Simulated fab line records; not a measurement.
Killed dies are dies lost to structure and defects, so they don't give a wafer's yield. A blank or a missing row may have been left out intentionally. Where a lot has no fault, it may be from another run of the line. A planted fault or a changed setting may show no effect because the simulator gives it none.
fab line records    flow rit_cmos
record lots=13  wafers=39  last_day=7
route steps=202 shown NLDD@106 PLDD@124
lots that met no fault: from a run of the same line without faults
start_h: start of the lot's first displayed wafer, in hours after the record's first day    wait_h: time in hours since the lot's previous step    " same as the row above    L1.1+2: a single row standing in for several wafers    - value missing, or start not given    * or withheld: withheld    < > ~ a bound
route shown NAME@n: NAME is a module with steps in the file, n the number in the route of the first one    usual: average and standard deviation across the fault-free wafers    same: alike in all rows    chamber/n: place in a boat    sites: each site's reading    _std_site: standard deviation across them    _edge_site: outer sites' mean less inner sites'    radius_mm: for every site, how far away it sits from the centre of the wafer    mask NAME#n: copy n    behind: the most recent tool/chamber to have shaped the wafer    hold: why the lot was held/for how many hours/how that ended    device: the n, p or np transistor that did not switch    end of line: tests run on the same wafers once the route is complete    for a step that has no rows: nothing shown but its recipe    killed: dies that structure and defects cost at the first sort, which is not the same as the wafer's yield    map: the dies of a wafer, with x for killed, . for not killed, _ for no die there
set.NAME: setting as actually run; set.NAME@STEP: the setting as run at that earlier step    model.NAME: the simulator's own value behind a step, which no gauge read
a sample of lots followed through the steps of the route, with each step as a table and each wafer as a row
services: when a tool's chamber went out of use (start_h, in hours from the record's first day, below 0 if earlier), for how many hours, and the reason
## steps
# step RIT_NLDD_EXPOSE_03
# recipe mask_id=M7  na=0.57  target_cd_nm=40700  dose_mj=250
lot.wafer   tool              chamber  start_h  wait_h  mask
L207.2+4+5  iline_stepper-02  0        43.18    0.2     M7#0
L210.2+3+6  iline_stepper-01  0        61.64    0.1     M8#0
L220.1+2+6  iline_stepper-01  0        110.24   0.2     M7#0
L221.1+3+4  iline_stepper-01  0        114.51   0.1     M7#0
L222.1+2+5  iline_stepper-02  0        117.20   0.2     M7#0
L223.1+3+4  iline_stepper-01  0        122.86   0.2     M7#0
L224.2+4+5  iline_stepper-02  0        128.72   0.2     M7#0
L225.1+2+4  iline_stepper-01  0        135.64   0.2     M7#0
L226.2+3+4  iline_stepper-01  0        140.42   0.1     M7#0
L227.2+3+5  iline_stepper-02  0        143.09   0.2     M7#0
L228.2+5+6  iline_stepper-01  0        152.67   0.2     M7#0
L229.1+2+6  iline_stepper-02  0        152.89   0.5     M7#0
L230.2+3+4  iline_stepper-01  0        160.22   0.2     M7#0
# step RIT_NLDD_OVL_MEAS_06
# usual NLDD_OVL=-0.3/2.2
lot.wafer  tool        chamber  start_h  wait_h  NLDD_OVL[nm]
L207.2     overlay-01  -        43.56    -       2.9
L207.4     "           -        "        "       2.7
L207.5     "           -        "        "       3.1
L210.2     overlay-01  -        62.02    -       -
L210.3     "           -        "        "       -
L210.6     "           -        "        "       -
L220.1     overlay-01  -        110.64   -       -0.4
L220.2     "           -        "        "       -0.1
L220.6     "           -        "        "       0.7
L221.1     overlay-02  -        114.91   -       -4.5
L221.3     "           -        "        "       -2.8
L221.4     "           -        "        "       -4.8
L222.1     overlay-02  -        117.60   -       1.6
L222.2     "           -        "        "       1.6
L222.5     "           -        "        "       3.0
L223.1     overlay-01  -        123.26   -       -5.3
L223.3     "           -        "        "       -5.3
L223.4     "           -        "        "       -2.6
L224.2     overlay-02  -        129.10   -       4.0
L224.4     "           -        "        "       4.0
L224.5     "           -        "        "       4.7
L225.1     overlay-01  -        136.04   -       -0.1
L225.2     "           -        "        "       0.0
L225.4     "           -        "        "       -1.5
L226.2     overlay-02  -        140.81   -       0.3
L226.3     "           -        "        "       -4.7
L226.4     "           -        "        "       -2.1
L227.2     overlay-01  -        143.48   -       -0.4
L227.3     "           -        "        "       0.7
L227.5     "           -        "        "       0.0
L228.2     overlay-02  -        153.05   -       0.8
L228.5     "           -        "        "       -1.6
L228.6     "           -        "        "       -1.2
L229.1     overlay-01  -        153.29   -       2.6
L229.2     "           -        "        "       1.4
L229.6     "           -        "        "       3.1
L230.2     overlay-01  -        160.61   -       -1.8
L230.3     "           -        "        "       -1.1
L230.4     "           -        "        "       0.4
# step RIT_NLDD_TW_MEAS_10
# usual NLDD_TW=2491/13
lot.wafer  tool           chamber  start_h  wait_h  NLDD_TW
L207.2     film_metro-02  -        44.08    0.1     2482
L207.4     "              -        "        "       2488
L207.5     "              -        "        "       2506
L210.2     film_metro-02  -        62.54    0.1     30
L210.3     "              -        "        "       30
L210.6     "              -        "        "       30
L220.1     film_metro-03  -        111.19   0.1     2479
L220.2     "              -        "        "       2484
L220.6     "              -        "        "       2489
L221.1     film_metro-03  -        115.42   0.1     2481
L221.3     "              -        "        "       2488
L221.4     "              -        "        "       2487
L222.1     film_metro-02  -        118.33   0.1     2485
L222.2     "              -        "        "       2479
L222.5     "              -        "        "       2485
L223.1     film_metro-04  -        123.78   0.1     2501
L223.3     "              -        "        "       2488
L223.4     "              -        "        "       2501
L224.2     film_metro-03  -        129.62   0.1     2491
L224.4     "              -        "        "       2492
L224.5     "              -        "        "       2485
L225.1     film_metro-02  -        136.76   0.1     2487
L225.2     "              -        "        "       2489
L225.4     "              -        "        "       2503
L226.2     film_metro-04  -        141.32   0.1     2500
L226.3     "              -        "        "       2494
L226.4     "              -        "        "       2494
L227.2     film_metro-03  -        144.00   0.1     2490
L227.3     "              -        "        "       2478
L227.5     "              -        "        "       2478
L228.2     film_metro-03  -        153.57   0.1     2490
L228.5     "              -        "        "       2502
L228.6     "              -        "        "       2483
L229.1     film_metro-03  -        153.80   0.1     2482
L229.2     "              -        "        "       2485
L229.6     "              -        "        "       2491
L230.2     film_metro-04  -        161.12   0.1     2493
L230.3     "              -        "        "       2511
L230.4     "              -        "        "       2512
# step RIT_PLDD_TW_MEAS_10
# usual PLDD_TW=2348/13
lot.wafer  tool           chamber  start_h  wait_h  PLDD_TW
L207.2     film_metro-02  -        45.62    0.1     2352
L207.4     "              -        "        "       2342
L207.5     "              -        "        "       2337
L210.2     film_metro-03  -        63.96    0.1     2858
L210.3     "              -        "        "       2875
L210.6     "              -        "        "       2855
L220.1     film_metro-04  -        112.76   0.1     2345
L220.2     "              -        "        "       2353
L220.6     "              -        "        "       2345
L221.1     film_metro-04  -        116.98   0.1     2345
L221.3     "              -        "        "       2349
L221.4     "              -        "        "       2349
L222.1     film_metro-02  -        119.87   0.1     2350
L222.2     "              -        "        "       2338
L222.5     "              -        "        "       2338
L223.1     film_metro-03  -        125.20   0.1     2341
L223.3     "              -        "        "       2330
L223.4     "              -        "        "       2332
L224.2     film_metro-02  -        131.48   0.1     2354
L224.4     "              -        "        "       2336
L224.5     "              -        "        "       2354
L225.1     film_metro-02  -        138.18   0.1     2342
L225.2     "              -        "        "       2359
L225.4     "              -        "        "       2343
L226.2     film_metro-03  -        142.74   0.1     2331
L226.3     "              -        "        "       2347
L226.4     "              -        "        "       2343
L227.2     film_metro-03  -        145.54   0.1     2338
L227.3     "              -        "        "       2336
L227.5     "              -        "        "       2341
L228.2     film_metro-04  -        155.19   0.1     2377
L228.5     "              -        "        "       2369
L228.6     "              -        "        "       2362
L229.1     film_metro-03  -        155.37   0.1     2337
L229.2     "              -        "        "       2346
L229.6     "              -        "        "       2331
L230.2     film_metro-04  -        162.56   0.1     2365
L230.3     "              -        "        "       2353
L230.4     "              -        "        "       2366
## services
tool              chamber  start_h  hours  kind
iline_stepper-02  0        39.55    -      calibration
iline_stepper-02  -        72.14    4.4    pm
iline_stepper-02  -        102.30   0.7    repair
iline_stepper-01  0        155.08   -      calibration
iline_stepper-02  -        156.60   1.7    pm
iline_stepper-01  -        158.26   1.7    pm
## key
first_sign step=RIT_NLDD_EXPOSE_03  reading=mask  direction=changed
effect step=RIT_NLDD_OVL_MEAS_06  reading=NLDD_OVL  direction=missing
effect step=RIT_NLDD_TW_MEAS_10  reading=NLDD_TW  direction=down  sigmas=99+  usual=2491  struck=30
effect step=RIT_PLDD_TW_MEAS_10  reading=PLDD_TW  direction=up  sigmas=40  usual=2348  struck=2862
met_at RIT_NLDD_EXPOSE_03
struck_lots L210
sort_left_out L210.2,L210.3,L210.6
tester_left_out L210
fault kind=wrong_mask  tool=any  chamber=-  onset_h=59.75  steps=RIT_NLDD_EXPOSE_03  aux_copy=M8#0  scope=struck_lots_only
# tester_left_out: of these lots the tester's yield and bins aren't shown, on N5 and GAA mostly nor the transistor test; their killed dies are dies lost to structure and defects alone, not to doping, threshold or leakage, so they don't give the yield
# sort_left_out: the simulated sort isn't trusted on such a fault, so these wafers' sort isn't shown, and their yield isn't known
